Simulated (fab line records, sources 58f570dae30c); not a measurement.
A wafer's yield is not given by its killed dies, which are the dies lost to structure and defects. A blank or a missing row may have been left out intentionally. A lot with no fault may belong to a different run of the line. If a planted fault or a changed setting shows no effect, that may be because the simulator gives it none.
fab line records    flow berkeley-cmos170
record: lots: 5  wafers: 23
route steps=331 shown NLDD@166 PSD@183 NSD@195 SDANNEAL@204 CONTACT@217 M1@238 V1@263
start-h: hours from the record's first day to the start of the lot's first wafer shown    wait-h: hours since the lot's step before    " unchanged from the row above    L1.1+2: one row covering several wafers at once    - no value, or no start given    * or withheld: withheld    < > ~ a bound
route shown NAME@n: a module of which the file shows steps, and the number in the route of the first    usual: mean/standard deviation taken from wafers without a fault    same: alike in all rows    chamber/n: place in a boat    sites: the reading at each site    _std_site: the values' standard deviation    _edge_site: the outer-site mean with the inner-site mean subtracted    radius-mm: for every site, how far away it sits from the centre of the wafer    mask NAME#n: copy n    behind: the tool/chamber that last shaped the wafer    hold: reason for holding the lot/hours on hold/outcome of the hold    device: the transistor (n, p or np) that didn't switch    end of line: at the end of the route, the tests of the same wafers    where a step has no rows: the recipe by itself    killed: dies lost to structure and defects at the first sort, not the wafer's yield    map: shows each die of a wafer: x if killed, . if not, _ if none is there
set.NAME: the setting the step ran with; set.NAME@STEP: the setting that earlier step ran with    model.NAME: the simulator's own value behind a step, which no gauge read
lots where settings were altered on purpose, with a table for each step and a row for each wafer
== steps ==
step: UCB170_NLDD_IMPLANT_08
recipe: species: As  dose-cm2: 5e+13  energy-kev: 30  tilt-deg: 7  rotation-deg: 0
lot.wafer       tool          chamber  start-h  wait-h  set.dose-cm2
L077.1+4+6      implanter-02  0        134.31   0.0     5e+13
L077.3+5        "             0        "        "       4.802e+13
L076.1+2+6      implanter-04  0        134.70   0.0     5e+13
L078.1+3+5      implanter-01  0        146.70   0.0     5e+13
L078.4+6        "             0        "        "       4.682e+13
L080.1+5        implanter-01  0        159.64   0.0     5.141e+13
L080.2+4+6      "             0        "        "       5e+13
L085.1+2+3+4+6  implanter-04  0        186.92   0.0     5e+13
step: UCB170_NLDD_STRIP_10
recipe: chemistry: O2  power-w: 400  pressure-mtorr: 3500  platen-temp-c: withheld  o2-flow-sccm: 400  overash-fraction: 0.5
usual: strip-time-to-endpoint-s: 21.63/0.067
lot.wafer  tool             chamber  start-h  wait-h  set.o2-flow-sccm  strip-time-to-endpoint-s
L077.1     plasma-asher-03  0        134.61   0.1     400               21.70
L077.3     "                1        "        "       362.8             22.04
L077.4     "                0        "        "       362.8             21.98
L077.5     "                1        "        "       400               21.74
L077.6     "                0        "        "       362.8             22.08
L076.1     plasma-asher-04  0        135.00   0.1     400               21.65
L076.2     "                1        "        "       400               21.70
L076.6     "                0        "        "       400               21.75
L078.1     plasma-asher-01  1        147.00   0.1     400               21.62
L078.3     "                1        "        "       419.7             21.44
L078.4     "                0        "        "       419.7             21.45
L078.5     "                0        "        "       400               21.60
L078.6     "                1        "        "       419.7             21.48
L080.1     plasma-asher-04  1        159.94   0.1     400               21.60
L080.2     "                0        "        "       400               21.62
L080.4     "                1        "        "       400               21.65
L080.5     "                1        "        "       400               21.61
L080.6     "                0        "        "       400               21.64
L085.1     plasma-asher-03  0        187.22   0.1     364.8             21.91
L085.2     "                1        "        "       364.8             21.92
L085.3     "                0        "        "       400               21.60
L085.4     "                1        "        "       400               21.58
L085.6     "                0        "        "       364.8             21.93
step: UCB170_PSD_IMPLANT_08
recipe: species: B  dose-cm2: 3e+15  energy-kev: 20  tilt-deg: 7
lot.wafer       tool          chamber  start-h  wait-h  set.energy-kev  model.implant.rp-nm  model.implant.drp-nm
L077.1+3+4+5+6  implanter-01  0        141.54   0.0     20              67.22                28.34
L076.1+2+6      implanter-03  0        141.81   0.0     20              64.47                28.34
L078.1+3+4      implanter-01  0        155.93   0.0     20              65.43                28.34
L078.5+6        "             0        "        "       20.99           68.63                29.45
L080.1+2+6      implanter-01  0        166.85   0.0     20              66.18                28.34
L080.4+5        "             0        "        "       19.6            64.87                27.94
L085.1+2+3+4+6  implanter-01  0        191.84   0.0     20              66.99                28.34
step: UCB170_PSD_STRIP_09
recipe: chemistry: O2  power-w: 400  pressure-mtorr: 3500  platen-temp-c: withheld  o2-flow-sccm: 400  overash-fraction: 0.5
usual: strip-time-to-endpoint-s: 29.37/0.065
lot.wafer  tool             chamber  start-h  wait-h  set.energy-kev@PSD_IMPLANT_08  strip-time-to-endpoint-s
L077.1     plasma-asher-04  0        141.69   0.1     20                             29.32
L077.3     "                1        "        "       20                             29.44
L077.4     "                0        "        "       20                             29.45
L077.5     "                1        "        "       20                             29.42
L077.6     "                0        "        "       20                             29.41
L076.1     plasma-asher-02  1        141.96   0.1     20                             29.35
L076.2     "                0        "        "       20                             29.31
L076.6     "                1        "        "       20                             29.41
L078.1     plasma-asher-04  1        156.08   0.1     20                             29.28
L078.3     "                0        "        "       20                             29.24
L078.4     "                1        "        "       20                             29.30
L078.5     "                0        "        "       20.99                          29.73
L078.6     "                1        "        "       20.99                          29.73
L080.1     plasma-asher-02  1        167.00   0.1     20                             29.40
L080.2     "                0        "        "       20                             29.35
L080.4     "                0        "        "       19.6                           29.26
L080.5     "                1        "        "       19.6                           29.25
L080.6     "                0        "        "       20                             29.42
L085.1     plasma-asher-03  1        191.99   0.1     20                             29.40
L085.2     "                0        "        "       20                             29.32
L085.3     "                1        "        "       20                             29.34
L085.4     "                0        "        "       20                             29.46
L085.6     "                1        "        "       20                             29.34
step: UCB170_NSD_IMPLANT_08
recipe: species: P  dose-cm2: 3e+15  energy-kev: 40  tilt-deg: 7
lot.wafer   tool          chamber  start-h  wait-h  set.dose-cm2
L077.1+3+5  implanter-01  0        145.15   0.0     3e+15
L077.4+6    "             0        "        "       2.847e+15
L076.1+2+6  implanter-04  0        145.42   0.0     3e+15
L078.1+3+6  implanter-04  0        157.63   0.0     2.938e+15
L078.4+5    "             0        "        "       3e+15
L080.1+4    implanter-03  0        168.51   0.0     3.154e+15
L080.2+5+6  "             0        "        "       3e+15
L085.1+2    implanter-03  0        194.80   0.0     3.192e+15
L085.3+4+6  "             0        "        "       3e+15
step: UCB170_NSD_STRIP_09
recipe: chemistry: O2  power-w: 400  pressure-mtorr: 3500  platen-temp-c: withheld  o2-flow-sccm: 400  overash-fraction: 0.5
usual: strip-time-to-endpoint-s: 35.81/0.064
lot.wafer  tool             chamber  start-h  wait-h  set.dose-cm2@NSD_IMPLANT_08  strip-time-to-endpoint-s
L077.1     plasma-asher-02  1        145.30   0.1     3e+15                        35.77
L077.3     "                0        "        "       3e+15                        35.85
L077.4     "                1        "        "       2.847e+15                    35.31
L077.5     "                1        "        "       3e+15                        35.82
L077.6     "                0        "        "       2.847e+15                    35.36
L076.1     plasma-asher-02  0        145.57   0.1     3e+15                        35.78
L076.2     "                1        "        "       3e+15                        35.78
L076.6     "                1        "        "       3e+15                        35.81
L078.1     plasma-asher-01  1        157.78   0.1     2.938e+15                    35.64
L078.3     "                0        "        "       2.938e+15                    35.67
L078.4     "                1        "        "       3e+15                        35.75
L078.5     "                0        "        "       3e+15                        35.91
L078.6     "                1        "        "       2.938e+15                    35.71
L080.1     plasma-asher-01  0        168.66   0.1     3.154e+15                    36.26
L080.2     "                1        "        "       3e+15                        35.81
L080.4     "                0        "        "       3.154e+15                    36.29
L080.5     "                1        "        "       3e+15                        35.78
L080.6     "                0        "        "       3e+15                        35.79
L085.1     plasma-asher-02  0        194.95   0.1     3.192e+15                    36.37
L085.2     "                1        "        "       3.192e+15                    36.37
L085.3     "                0        "        "       3e+15                        35.75
L085.4     "                1        "        "       3e+15                        35.73
L085.6     "                0        "        "       3e+15                        35.81
step: UCB170_SDANNEAL_RTA_00
recipe: temp-c: 900  time-s: 10  ambient: N2
lot.wafer       tool           chamber  start-h  wait-h  set.time-s
L076.1+2+6      rtp-anneal-01  0        148.37   0.0     10
L077.1+6        rtp-anneal-02  0        148.37   0.0     9.321
L077.3+4+5      "              0        "        "       10
L078.1+3+4+5+6  rtp-anneal-01  0        158.91   0.0     10
L080.1+2+5      rtp-anneal-01  0        173.94   0.0     10
L080.4+6        "              0        "        "       9.277
L085.1+3+4      rtp-anneal-02  0        197.04   0.0     9.466
L085.2+6        "              0        "        "       10
step: UCB170_SDANNEAL_RTA_01
recipe: temp-c: 1050  time-s: 5  ambient: N2
step: UCB170_SDANNEAL_RS_MEAS_03
recipe: thk-meas-gauge: four-point-probe
usual: NSD_RS: 37.27/0.093
lot.wafer  tool           chamber  start-h  wait-h  set.dose-cm2@NSD_IMPLANT_08  NSD_RS[ohm/sq]
L077.1     film-metro-02  -        148.61   0.1     3e+15                        37.32
L077.3     "              -        "        "       3e+15                        37.25
L077.4     "              -        "        "       2.847e+15                    38.07
L077.5     "              -        "        "       3e+15                        37.26
L077.6     "              -        "        "       2.847e+15                    38.17
L076.1     film-metro-01  -        148.65   0.1     3e+15                        37.47
L076.2     "              -        "        "       3e+15                        37.41
L076.6     "              -        "        "       3e+15                        37.41
L078.1     film-metro-02  -        159.15   0.1     2.938e+15                    37.73
L078.3     "              -        "        "       2.938e+15                    37.56
L078.4     "              -        "        "       3e+15                        37.45
L078.5     "              -        "        "       3e+15                        37.30
L078.6     "              -        "        "       2.938e+15                    37.73
L080.1     film-metro-02  -        174.18   0.1     3.154e+15                    36.45
L080.2     "              -        "        "       3e+15                        37.24
L080.4     "              -        "        "       3.154e+15                    36.45
L080.5     "              -        "        "       3e+15                        37.26
L080.6     "              -        "        "       3e+15                        37.27
L085.1     film-metro-02  -        197.29   0.1     3.192e+15                    36.15
L085.2     "              -        "        "       3.192e+15                    36.17
L085.3     "              -        "        "       3e+15                        37.25
L085.4     "              -        "        "       3e+15                        37.22
L085.6     "              -        "        "       3e+15                        37.36
step: UCB170_SDANNEAL_RS_MEAS_05
recipe: thk-meas-gauge: four-point-probe
usual: NLDD_RS: 615.9/1.9
lot.wafer  tool           chamber  start-h  wait-h  set.dose-cm2@NLDD_IMPLANT_08  NLDD_RS[ohm/sq]
L077.1     film-metro-02  -        148.85   0.1     5e+13                         615.1
L077.3     "              -        "        "       4.802e+13                     624.5
L077.4     "              -        "        "       5e+13                         616.3
L077.5     "              -        "        "       4.802e+13                     624.3
L077.6     "              -        "        "       5e+13                         615.5
L076.1     film-metro-01  -        148.89   0.1     5e+13                         618.6
L076.2     "              -        "        "       5e+13                         618.9
L076.6     "              -        "        "       5e+13                         617.2
L078.1     film-metro-02  -        159.39   0.1     5e+13                         615.4
L078.3     "              -        "        "       5e+13                         617.4
L078.4     "              -        "        "       4.682e+13                     629.2
L078.5     "              -        "        "       5e+13                         617.0
L078.6     "              -        "        "       4.682e+13                     629.4
L080.1     film-metro-02  -        174.42   0.1     5.141e+13                     609.0
L080.2     "              -        "        "       5e+13                         612.2
L080.4     "              -        "        "       5e+13                         613.0
L080.5     "              -        "        "       5.141e+13                     607.8
L080.6     "              -        "        "       5e+13                         615.7
L085.1     film-metro-02  -        197.53   0.1     5e+13                         614.1
L085.2     "              -        "        "       5e+13                         614.5
L085.3     "              -        "        "       5e+13                         615.2
L085.4     "              -        "        "       5e+13                         613.8
L085.6     "              -        "        "       5e+13                         615.4
step: UCB170_CONTACT_CVD_01
recipe: material: PSG  target-thk-nm: 700  temp-c: 450  precursor: SiH4/O2/PH3  time-s: 2820  pressure-mtorr: 300  sih4-flow-sccm: 60  o2-flow-sccm: 90  ph3-flow-sccm: 25
lot.wafer   tool      chamber  start-h  wait-h  set.o2-flow-sccm  model.PSG_of_CONTACT_CVD_01.thk-nm
L076.1      lpcvd-02  1        151.23   1.3     90                684.6
L076.2      "         1        "        "       90                689.2
L076.6      "         1        "        "       90                689.9
L077.1+4+6  -         -        -        1.3     95.28             -
L077.3      "         -        "        "       95.28             725.8
L077.5      "         -        "        "       95.28             728.5
L078.1      -         -        -        0.0     90                700.6
L078.3+4+5  "         -        "        "       90                -
L078.6      "         -        "        "       90                705.9
L080.1      -         -        -        0.0     97.77             723.9
L080.2      "         -        "        "       97.77             728.5
L080.4      "         -        "        "       97.77             728.7
L080.5      "         -        "        "       97.77             726.8
L080.6      "         -        "        "       97.77             726.3
L085.1      -         -        -        0.8     84.14             674.3
L085.2      "         -        "        "       84.14             669.5
L085.3      "         -        "        "       84.14             668.2
L085.4      "         -        "        "       84.14             669.4
L085.6      "         -        "        "       84.14             670.7
step: UCB170_CONTACT_THK_MEAS_02
recipe: reads: PSG_of_CONTACT_CVD_01
usual: CONTACT_PSG_THK: 699/5.7
lot.wafer  tool           chamber  start-h  wait-h  set.o2-flow-sccm@CONTACT_CVD_01  CONTACT_PSG_THK[nm]
L076.1     film-metro-01  -        153.01   0.0     90                               684
L076.2     "              -        "        "       90                               690
L076.6     "              -        "        "       90                               690
L077.1     film-metro-03  -        -        -       95.28                            723
L077.3     "              -        "        "       95.28                            726
L077.4     "              -        "        "       95.28                            726
L077.5     "              -        "        "       95.28                            728
L077.6     "              -        "        "       95.28                            724
L078.1     film-metro-03  -        -        -       90                               701
L078.3     "              -        "        "       90                               704
L078.4     "              -        "        "       90                               710
L078.5     "              -        "        "       90                               701
L078.6     "              -        "        "       90                               706
L080.1     film-metro-01  -        -        -       97.77                            724
L080.2     "              -        "        "       97.77                            728
L080.4     "              -        "        "       97.77                            729
L080.5     "              -        "        "       97.77                            727
L080.6     "              -        "        "       97.77                            726
L085.1     film-metro-01  -        -        -       84.14                            675
L085.2     "              -        "        "       84.14                            669
L085.3     "              -        "        "       84.14                            668
L085.4     "              -        "        "       84.14                            670
L085.6     "              -        "        "       84.14                            671
step: UCB170_M1_SPUTTER_00
recipe: material: Al  target-thk-nm: 600  time-s: 80  power-w: 6000  chamber-pressure-pa: 0.5
lot.wafer  tool            chamber  start-h  wait-h  set.power-w  model.Al_of_M1_SPUTTER_00.thk-nm
L076.1     pvd-sputter-03  -        156.55   0.0     6000         583.8
L076.2     "               -        "        "       6000         586.2
L076.6     "               -        "        "       6000         584.1
L077.1+6   pvd-sputter-04  -        157.10   0.0     5322         550
L077.3     "               -        "        "       6000         606
L077.4     "               -        "        "       5322         537.4
L077.5     "               -        "        "       6000         601.5
L078.1     pvd-sputter-04  -        164.41   0.0     6000         588.8
L078.3     "               -        "        "       6565         650.4
L078.4     "               -        "        "       6565         660.6
L078.5     "               -        "        "       6565         664.5
L078.6     "               -        "        "       6000         592.8
L080.1     pvd-sputter-03  -        183.50   0.0     6000         585.1
L080.2     "               -        "        "       6000         586.9
L080.4     "               -        "        "       6000         590.8
L080.5     "               -        "        "       6000         586.4
L080.6     "               -        "        "       6000         591.3
L085.1     pvd-sputter-03  -        206.10   0.0     6000         594.2
L085.2     "               -        "        "       6000         603.3
L085.3     "               -        "        "       6000         600.3
L085.4     "               -        "        "       6000         596.4
L085.6     "               -        "        "       6000         605
step: UCB170_M1_RS_MEAS_01
recipe: thk-meas-gauge: four-point-probe  reads: Al_of_M1_SPUTTER_00
usual: M1_AL_RS: 0.0485/0.00077
lot.wafer  tool           chamber  start-h  wait-h  set.power-w@M1_SPUTTER_00  M1_AL_RS[ohm/sq]
L076.1     film-metro-02  -        156.61   0.0     6000                       0.0497
L076.2     "              -        "        "       6000                       0.0496
L076.6     "              -        "        "       6000                       0.0498
L077.1     film-metro-04  -        157.16   0.0     5322                       0.0529
L077.3     "              -        "        "       6000                       0.0481
L077.4     "              -        "        "       5322                       0.0542
L077.5     "              -        "        "       6000                       0.0482
L077.6     "              -        "        "       5322                       0.0530
L078.1     film-metro-01  -        164.47   0.0     6000                       0.0497
L078.3     "              -        "        "       6565                       0.0448
L078.4     "              -        "        "       6565                       0.0441
L078.5     "              -        "        "       6565                       0.0440
L078.6     "              -        "        "       6000                       0.0493
L080.1     film-metro-02  -        183.56   0.0     6000                       0.0499
L080.2     "              -        "        "       6000                       0.0495
L080.4     "              -        "        "       6000                       0.0492
L080.5     "              -        "        "       6000                       0.0497
L080.6     "              -        "        "       6000                       0.0492
L085.1     film-metro-02  -        206.16   0.0     6000                       0.0489
L085.2     "              -        "        "       6000                       0.0482
L085.3     "              -        "        "       6000                       0.0485
L085.4     "              -        "        "       6000                       0.0487
L085.6     "              -        "        "       6000                       0.0481
step: UCB170_M1_THK_MEAS_02
recipe: thk-meas-gauge: xrf  reads: Al_of_M1_SPUTTER_00
usual: M1_AL_THK: 604/9.6
lot.wafer  tool           chamber  start-h  wait-h  set.power-w@M1_SPUTTER_00  M1_AL_THK[nm]
L076.1     film-metro-02  -        156.73   0.1     6000                       587
L076.2     "              -        "        "       6000                       594
L076.6     "              -        "        "       6000                       589
L077.1     film-metro-04  -        157.28   0.1     5322                       551
L077.3     "              -        "        "       6000                       611
L077.4     "              -        "        "       5322                       541
L077.5     "              -        "        "       6000                       607
L077.6     "              -        "        "       5322                       554
L078.1     film-metro-01  -        164.59   0.1     6000                       594
L078.3     "              -        "        "       6565                       654
L078.4     "              -        "        "       6565                       662
L078.5     "              -        "        "       6565                       672
L078.6     "              -        "        "       6000                       597
L080.1     film-metro-02  -        183.68   0.1     6000                       589
L080.2     "              -        "        "       6000                       589
L080.4     "              -        "        "       6000                       592
L080.5     "              -        "        "       6000                       590
L080.6     "              -        "        "       6000                       594
L085.1     film-metro-02  -        206.28   0.1     6000                       602
L085.2     "              -        "        "       6000                       611
L085.3     "              -        "        "       6000                       605
L085.4     "              -        "        "       6000                       601
L085.6     "              -        "        "       6000                       611
step: UCB170_M1_METAL_ETCH_12
recipe: chemistry: Cl2/BCl3  target: Al  stop-on: PSG  pressure-mtorr: 12  target-depth-a: 7800  over-etch-frac: 0.3  time-s: 130  icp-w: 600  bias-w: 120  Cl2_flow_sccm: 90  bcl3-flow-sccm: 45
lot.wafer  tool          chamber  start-h  wait-h  set.time-s  set.o2-flow-sccm@CONTACT_CVD_01  model.PSG_of_CONTACT_CVD_01.thk-nm  model.KrF_of_M1_COAT_04.thk-nm
L076.1     rie-metal-02  0        158.16   -       130         90                               645.8                               420.7
L076.2     "             0        "        "       130         90                               650.1                               417
L076.6     "             0        "        "       130         90                               651.4                               423.3
L077.1+6   rie-metal-04  1,0      158.50   -       130         95.28                            -                                   -
L077.3     "             0        "        "       130         95.28                            689.1                               437.1
L077.4     "             1        "        "       112.9       95.28                            -                                   -
L077.5     "             1        "        "       112.9       95.28                            697.3                               505.2
L078.1     rie-metal-02  1        166.26   -       144.6       90                               659.3                               400.2
L078.3     "             0        "        "       144.6       90                               -                                   -
L078.4+5   "             1,0      "        "       130         90                               -                                   -
L078.6     "             1        "        "       130         90                               669.2                               447.5
L080.1     rie-metal-02  0        185.26   -       118.3       97.77                            688.7                               468.1
L080.2     "             1        "        "       130         97.77                            691.8                               447.6
L080.4     "             0        "        "       118.3       97.77                            693.7                               467.1
L080.5     "             1        "        "       118.3       97.77                            693.4                               488.5
L080.6     "             0        "        "       130         97.77                            687.6                               423.7
L085.1     rie-metal-01  1        207.97   -       130         84.14                            635.6                               425.8
L085.2     "             0        "        "       138.7       84.14                            629.3                               400.9
L085.3     "             0        "        "       130         84.14                            630.7                               434
L085.4     "             1        "        "       138.7       84.14                            627.5                               391.4
L085.6     "             0        "        "       138.7       84.14                            630.2                               397.8
step: UCB170_V1_EXPOSE_09
recipe: mask-id: VIA1  target-cd-nm: 700  na: 0.5  sigma-outer: 0.6  source-shape: conventional  dose-mj: 37
lot.wafer       tool            chamber  start-h  wait-h  mask    set.dose-mj
L076.1+2+6      krf-scanner-01  0        164.01   0.2     VIA1#0  37
L077.1+3        krf-scanner-02  0        164.25   0.4     VIA1#0  38.31
L077.4+5+6      "               0        "        "       VIA1#0  37
L078.1+5        krf-scanner-01  0        172.59   0.1     VIA1#0  37
L078.3+4+6      "               0        "        "       VIA1#0  35.6
L080.1+2+4+5+6  krf-scanner-02  0        192.60   0.2     VIA1#0  37
L085.1+4        krf-scanner-01  0        213.78   0.2     VIA1#0  38.39
L085.2+3+6      "               0        "        "       VIA1#0  37
step: UCB170_V1_PEB_10
recipe: peb-temp-c: 130  peb-time-s: withheld  resist: KrF
step: UCB170_V1_DEVELOP_11
recipe: developer: TMAH  develop-time-s: 45  resist: KrF  dev-temp-c: 21
step: UCB170_V1_CD_MEAS_12
recipe: target-cd-nm: 700
usual: cd-nm: 700.4/1.2
lot.wafer  tool       chamber  start-h  wait-h  set.dose-mj@V1_EXPOSE_09  cd-nm
L076.1     cd-sem-02  -        164.40   -       37                        700.2
L076.2     "          -        "        "       37                        699.6
L076.6     "          -        "        "       37                        700.4
L077.1     cd-sem-02  -        164.64   -       38.31                     706.4
L077.3     "          -        "        "       38.31                     705.2
L077.4     "          -        "        "       37                        700.3
L077.5     "          -        "        "       37                        700.7
L077.6     "          -        "        "       37                        701.0
L078.1     cd-sem-01  -        173.49   -       37                        699.2
L078.3     "          -        "        "       35.6                      694.0
L078.4     "          -        "        "       35.6                      693.1
L078.5     "          -        "        "       37                        699.9
L078.6     "          -        "        "       35.6                      693.2
L080.1     cd-sem-02  -        193.39   -       37                        699.2
L080.2     "          -        "        "       37                        698.7
L080.4     "          -        "        "       37                        699.6
L080.5     "          -        "        "       37                        700.0
L080.6     "          -        "        "       37                        699.7
L085.1     cd-sem-01  -        214.47   -       38.39                     705.8
L085.2     "          -        "        "       37                        699.2
L085.3     "          -        "        "       37                        698.7
L085.4     "          -        "        "       38.39                     706.4
L085.6     "          -        "        "       37                        700.0
step: UCB170_V1_ETCH_14
recipe: chemistry: CHF3/CF4/Ar  target: SiO2  stop-on: Al  CHF3_flow_sccm: 45  cf4-flow-sccm: 15  Ar_flow_sccm: 150  pressure-mtorr: 200  rf-w: 700  target-depth-a: 12500  over-etch-frac: 0.25  time-s: 291
lot.wafer  tool         chamber  start-h  wait-h  set.dose-mj@V1_EXPOSE_09  model.V1.cd-nm
L076.1+6   rie-diel-04  2        164.55   0.0     37                        699.4
L076.2     "            3        "        "       37                        698.4
L077.1     rie-diel-02  2        164.79   0.0     38.31                     707.4
L077.3     "            1        "        "       38.31                     705.3
L077.4     "            3        "        "       37                        700.6
L077.5     "            0        "        "       37                        702.7
L077.6     "            3        "        "       37                        701.3
L078.1     rie-diel-02  0        173.65   0.0     37                        700.9
L078.3     "            2        "        "       35.6                      694.6
L078.4     "            3        "        "       35.6                      693.1
L078.5     "            2        "        "       37                        701.3
L078.6     "            3        "        "       35.6                      693.2
L080.1     rie-diel-04  2        193.54   0.0     37                        697.9
L080.2     "            1        "        "       37                        697.1
L080.4     "            0        "        "       37                        698.8
L080.5     "            1        "        "       37                        699.1
L080.6     "            0        "        "       37                        699
L085.1     rie-diel-02  2        214.63   0.0     38.39                     707
L085.2     "            1        "        "       37                        698.5
L085.3     "            3        "        "       37                        698.6
L085.4     "            0        "        "       38.39                     708.1
L085.6     "            3        "        "       37                        700.1
step: UCB170_V1_STRIP_15
recipe: chemistry: O2  power-w: 400  pressure-mtorr: 3500  platen-temp-c: withheld  o2-flow-sccm: 400  overash-fraction: 0.5
step: UCB170_V1_CD_MEAS_90
recipe: target-cd-nm: 700
usual: cd-nm: 700.3/1.7
lot.wafer  tool       chamber  start-h  wait-h  set.dose-mj@V1_EXPOSE_09  cd-nm
L076.1     cd-sem-01  -        164.83   0.1     37                        699.6
L076.2     "          -        "        "       37                        698.5
L076.6     "          -        "        "       37                        699.3
L077.1     cd-sem-02  -        165.07   0.1     38.31                     707.2
L077.3     "          -        "        "       38.31                     705.4
L077.4     "          -        "        "       37                        700.4
L077.5     "          -        "        "       37                        702.9
L077.6     "          -        "        "       37                        701.5
L078.1     cd-sem-02  -        173.93   0.1     37                        700.8
L078.3     "          -        "        "       35.6                      694.3
L078.4     "          -        "        "       35.6                      692.8
L078.5     "          -        "        "       37                        701.2
L078.6     "          -        "        "       35.6                      693.0
L080.1     cd-sem-01  -        193.82   0.1     37                        698.0
L080.2     "          -        "        "       37                        697.4
L080.4     "          -        "        "       37                        698.8
L080.5     "          -        "        "       37                        699.2
L080.6     "          -        "        "       37                        698.8
L085.1     cd-sem-01  -        214.91   0.1     38.39                     706.7
L085.2     "          -        "        "       37                        698.9
L085.3     "          -        "        "       37                        698.7
L085.4     "          -        "        "       38.39                     708.0
L085.6     "          -        "        "       37                        700.4
== key ==
split: step: UCB170_NLDD_IMPLANT_08  setting: dose-cm2  stated: 5e+13  by: wafer
response: step: UCB170_SDANNEAL_RS_MEAS_05  reading: NLDD_RS  change: -2.03  per: 1%  r: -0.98
split: step: UCB170_NLDD_STRIP_10  setting: o2-flow-sccm  stated: 400  by: wafer
response: step: UCB170_NLDD_STRIP_10  reading: strip-time-to-endpoint-s  change: *  per: 1%  r: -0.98
split: step: UCB170_PSD_IMPLANT_08  setting: energy-kev  stated: 20  by: wafer
response: step: UCB170_PSD_IMPLANT_08  reading: model.implant.rp-nm  change: +0.648  per: 1%  r: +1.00
response: step: UCB170_PSD_IMPLANT_08  reading: model.implant.drp-nm  change: +0.221  per: 1%  r: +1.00
response: step: UCB170_PSD_STRIP_09  reading: strip-time-to-endpoint-s  change: *  per: 1%  r: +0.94
split: step: UCB170_NSD_IMPLANT_08  setting: dose-cm2  stated: 3e+15  by: wafer
response: step: UCB170_NSD_STRIP_09  reading: strip-time-to-endpoint-s  change: *  per: 1%  r: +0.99
response: step: UCB170_SDANNEAL_RS_MEAS_03  reading: NSD_RS  change: -0.166  per: 1%  r: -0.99
split: step: UCB170_SDANNEAL_RTA_00  setting: time-s  stated: 10  by: wafer
response none clear
split: step: UCB170_CONTACT_CVD_01  setting: o2-flow-sccm  stated: 90  by: lot
response: step: UCB170_CONTACT_CVD_01  reading: model.PSG_of_CONTACT_CVD_01.thk-nm  change: +3.89  per: 1%  r: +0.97
response: step: UCB170_CONTACT_THK_MEAS_02  reading: CONTACT_PSG_THK  change: +3.9  per: 1%  r: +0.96
response: step: UCB170_M1_METAL_ETCH_12  reading: model.PSG_of_CONTACT_CVD_01.thk-nm  change: +4.2  per: 1%  r: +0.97
split: step: UCB170_M1_SPUTTER_00  setting: power-w  stated: 6000  by: wafer
response: step: UCB170_M1_SPUTTER_00  reading: model.Al_of_M1_SPUTTER_00.thk-nm  change: +5.97  per: 1%  r: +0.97
response: step: UCB170_M1_RS_MEAS_01  reading: M1_AL_RS  change: -0.000498  per: 1%  r: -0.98
response: step: UCB170_M1_THK_MEAS_02  reading: M1_AL_THK  change: +6.04  per: 1%  r: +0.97
split: step: UCB170_M1_METAL_ETCH_12  setting: time-s  stated: 130  by: wafer
response: step: UCB170_M1_METAL_ETCH_12  reading: model.KrF_of_M1_COAT_04.thk-nm  change: -4.66  per: 1%  r: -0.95
split: step: UCB170_V1_EXPOSE_09  setting: dose-mj  stated: 37  by: wafer
response: step: UCB170_V1_CD_MEAS_12  reading: cd-nm  change: +1.64  per: 1%  r: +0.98
response: step: UCB170_V1_ETCH_14  reading: model.V1.cd-nm  change: +1.88  per: 1%  r: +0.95
response: step: UCB170_V1_CD_MEAS_90  reading: cd-nm  change: +1.85  per: 1%  r: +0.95
